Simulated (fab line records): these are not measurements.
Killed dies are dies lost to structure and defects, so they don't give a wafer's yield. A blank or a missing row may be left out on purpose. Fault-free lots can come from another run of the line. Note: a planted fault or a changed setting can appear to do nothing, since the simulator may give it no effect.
Which tool was responsible? + flow ritCmos + 6 lots with 18 wafers sampled at 2 steps, on a route of 202 steps

WHAT THE GAUGES SHOWED, per wafer
RIT_NRETRO_OVL_MEAS_06.
| lot  | measured    | on         | NRETRO_OVL (nm) |
|------|-------------|------------|-----------------|
| L865 | day 2 12:43 | overlay-02 | -0.1 0.6 0.3    |
| L867 | day 3 00:08 | overlay-02 | 2.5 0.3 0.7     |
| L869 | day 3 10:43 | overlay-01 | 0.9 1.4 0.0     |
| L876 | day 4 19:10 | overlay-01 | 10.3 8.0 6.1    |
| L878 | day 5 03:01 | overlay-01 | 8.4 8.0 6.2     |
| L887 | day 7 01:32 | overlay-01 | -0.6 2.5 2.4    |

WHAT TOOL EACH LOT RAN ON (gives the tool, then ch and the chambers of the sampled wafers, and finally the start)
| lot  | RIT_NRETRO_EXPOSE_03              |
|------|-----------------------------------|
| L865 | ilineStepper-01 ch 0, day 2 12:17 |
| L867 | ilineStepper-01 ch 0, day 2 23:44 |
| L869 | ilineStepper-01 ch 0, day 3 10:17 |
| L876 | ilineStepper-02 ch 0, day 4 18:47 |
| L878 | ilineStepper-02 ch 0, day 5 02:35 |
| L887 | ilineStepper-01 ch 0, day 7 01:02 |
- RIT_NRETRO_EXPOSE_03: exposes mask M4, target cd 43900 nm.

THE ANSWER, worked out from the rows above alone
Rule: usual is defined by the lots themselves. Put in order of their means at a reading, lots are off if they are a third of the lots or fewer, leave a main group of 4 or more, and stand apart from it by a gap of 3 or more times the standard deviation of the main group's means; of several such gaps the widest counts. If all means in a main group match to the digits the tables above print for the reading, that group is not used. Also off: a lot with no number at a reading for which 4 or more lots have one. The other lots that the step has rows for count as sound.
Off: L876, L878, at RIT_NRETRO_OVL_MEAS_06 (NRETRO_OVL). The main group: mean 0.9 nm, standard deviation 0.44.
A tool fits if, at a process step before that reading, it ran every lot that is off, and no sound lot after the first of them. Gauges at RIT_NRETRO_OVL_MEAS_06: tried the same way as those tools. One fits: RIT_NRETRO_EXPOSE_03 on ilineStepper-02. It ran no sound lot before its first lot that is off in this sample, so the start can't be narrowed down.

WHAT WAS PUT IN BY THE SIMULATOR
Scanner matching overlay: ilineStepper-02, from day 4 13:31 on, at RIT_NRETRO_EXPOSE_03. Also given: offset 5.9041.
Shown lots that were struck: L876, L878. Same finding as the rule above.
